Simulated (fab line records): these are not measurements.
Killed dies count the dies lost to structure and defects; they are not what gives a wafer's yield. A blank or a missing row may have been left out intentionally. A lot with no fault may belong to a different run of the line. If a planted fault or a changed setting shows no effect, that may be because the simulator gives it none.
The tool behind it: which one?    flow rit cmos    14 lots with 42 wafers sampled at 5 steps, on a route of 202 steps

## WHAT THE GAUGES READ, wafer by wafer
RIT_NWELL_TW_MEAS_10.
lot   measured     on             NWELL_TW
L896  day 1 21:01  film metro-01  2148 2136 2139
L898  day 2 07:46  film metro-04  2123 2124 2109
L900  day 2 17:35  film metro-04  2118 2114 2111
L901  day 2 21:50  film metro-01  2120 2117 2117
L902  day 3 02:53  film metro-02  2133 2137 2144
L903  day 3 09:12  film metro-02  2155 2147 2147
L908  day 4 10:05  film metro-02  2133 2137 2143
L910  day 4 19:43  film metro-04  2137 2137 2138
L912  day 5 06:29  film metro-04  2123 2119 2118
L914  day 5 16:01  film metro-02  2159 2156 2150
L915  day 5 21:17  film metro-04  2121 2115 2117
L916  day 6 02:28  film metro-02  2151 2150 2153
L917  day 6 07:37  film metro-04  2136 2134 2131
L919  day 6 19:40  film metro-04  2137 2153 2144

RIT_PWELL_TW_MEAS_10.
lot   measured     on             PWELL_TW
L896  day 1 22:50  film metro-04  953 956 947
L898  day 2 09:19  film metro-04  941 945 946
L900  day 2 19:16  film metro-01  938 939 941
L901  day 2 23:32  film metro-02  954 953 955
L902  day 3 04:26  film metro-04  951 955 959
L903  day 3 10:45  film metro-02  951 953 953
L908  day 4 11:43  film metro-04  950 947 949
L910  day 4 21:23  film metro-04  945 947 944
L912  day 5 08:02  film metro-04  936 940 934
L914  day 5 17:34  film metro-02  945 952 951
L915  day 5 22:50  film metro-01  946 946 942
L916  day 6 04:02  film metro-04  947 945 948
L917  day 6 09:10  film metro-04  944 941 946
L919  day 6 21:13  film metro-04  944 944 942

RIT_SDANNEAL_RS_MEAS_04: uses a four-point probe to measure.
lot   measured     on             PSD_RS (ohm/sq)
L896  day 3 00:42  film metro-03  116.55 116.03 116.08
L898  day 3 12:55  film metro-03  116.32 116.03 116.32
L900  day 4 01:11  film metro-02  115.88 116.12 115.98
L901  day 4 03:33  film metro-02  113.65 113.64 113.80
L902  day 4 06:30  film metro-02  116.20 116.44 115.53
L903  day 4 13:32  film metro-02  113.90 113.76 113.91
L908  day 5 16:33  film metro-02  115.62 115.66 115.67
L910  day 6 00:22  film metro-02  115.89 115.74 115.91
L912  day 6 14:40  film metro-02  116.04 115.95 115.97
L914  day 7 00:41  film metro-03  115.94 115.58 115.50
L915  day 7 07:19  film metro-02  116.16 116.25 116.13
L916  day 7 10:39  film metro-03  115.84 115.78 116.04
L917  day 7 19:38  film metro-03  116.29 116.07 115.94
L919  day 8 08:52  film metro-02  115.80 115.71 115.86

RIT_SDANNEAL_RS_MEAS_06: uses a four-point probe to measure.
lot   measured     on             PLDD_RS (ohm/sq)
L896  day 3 00:56  film metro-03  177.1 177.5 177.7
L898  day 3 13:10  film metro-03  178.2 177.8 177.8
L900  day 4 01:25  film metro-02  177.6 177.1 177.6
L901  day 4 03:47  film metro-02  174.4 174.4 174.9
L902  day 4 06:44  film metro-02  176.5 176.5 176.0
L903  day 4 13:47  film metro-02  175.2 175.0 175.3
L908  day 5 16:47  film metro-02  175.8 176.3 176.6
L910  day 6 00:37  film metro-02  176.7 177.4 176.7
L912  day 6 14:54  film metro-02  176.4 176.9 176.5
L914  day 7 00:56  film metro-03  176.6 176.9 176.7
L915  day 7 07:33  film metro-02  177.4 177.9 177.7
L916  day 7 10:53  film metro-03  176.9 176.7 176.8
L917  day 7 19:52  film metro-03  177.2 176.9 177.0
L919  day 8 09:06  film metro-02  177.2 177.4 177.8

## TOOL THAT RAN EACH LOT (tool first, then ch and the chambers of the sampled wafers, then the start)
lot   RIT_SDANNEAL_RTA_03
L896  rtp anneal-02 ch 0, day 3 00:37
L898  rtp anneal-02 ch 0, day 3 12:52
L900  rtp anneal-02 ch 0, day 4 01:07
L901  rtp anneal-01 ch 0, day 4 03:28
L902  rtp anneal-02 ch 0, day 4 06:26
L903  rtp anneal-01 ch 0, day 4 13:29
L908  rtp anneal-02 ch 0, day 5 16:28
L910  rtp anneal-02 ch 0, day 6 00:19
L912  rtp anneal-02 ch 0, day 6 14:35
L914  rtp anneal-02 ch 0, day 7 00:37
L915  rtp anneal-01 ch 0, day 7 07:16
L916  rtp anneal-02 ch 0, day 7 10:35
L917  rtp anneal-01 ch 0, day 7 19:34
L919  rtp anneal-01 ch 0, day 8 08:47
- RIT_SDANNEAL_RTA_03: time 5 s.

## AS READ BY THE TOOLS THEMSELVES (means over the sampled wafers that have a number; for cases with no such wafer, the mark the record gives instead)
RIT_SDANNEAL_RTA_03.
lot   tool           chamber o2 ppm  wafer_temp_C_max
L896  rtp anneal-02  1.992           1053.4
L898  rtp anneal-02  2.015           1053.8
L900  rtp anneal-02  1.997           1052.8
L901  rtp anneal-01  1.986           1054.9
L902  rtp anneal-02  2.009           1053.4
L903  rtp anneal-01  1.984           1055.2
L908  rtp anneal-02  2.016           1053.4
L910  rtp anneal-02  2.008           1053.2
L912  rtp anneal-02  1.973           1054.1
L914  rtp anneal-02  1.989           1053.8
L915  rtp anneal-01  2.034           1053.0
L916  rtp anneal-02  1.985           1053.9
L917  rtp anneal-01  2.025           1052.8
L919  rtp anneal-01  2.022           1053.4

## THE ANSWER, worked out from the rows above alone
Rule: the usual values come from the lots themselves. Put in order of their means at a reading, lots are off if they are a third of the lots or fewer, leave a main group of 4 or more, and stand apart from it by a gap of 3 or more times the standard deviation of the main group's means; of several such gaps the widest counts. A main group is skipped when, at the precision printed for the reading in the tables above, its means are all equal. A lot without any number at a reading at which 4 lots or more have one is off too. Any other lot the step has rows for is counted as sound. First the gauges in route order, then the tools' own readings, where a lot's mean is used as printed above. The first step at which some lot is off is used, and at that step the reading that is off furthest; a lot without a number counts as furthest.
Off: L901, L903, seen at RIT_SDANNEAL_RS_MEAS_04 (PSD_RS). Main group: mean 115.97 ohm/sq, sd 0.19.
A tool fits if, at a process step before that reading, it ran every lot that is off, and no sound lot after the first of them. The gauges at RIT_SDANNEAL_RS_MEAS_04 are tried like those tools. No candidate that was tried fits.

## WHAT THE SIMULATOR HAD PUT IN
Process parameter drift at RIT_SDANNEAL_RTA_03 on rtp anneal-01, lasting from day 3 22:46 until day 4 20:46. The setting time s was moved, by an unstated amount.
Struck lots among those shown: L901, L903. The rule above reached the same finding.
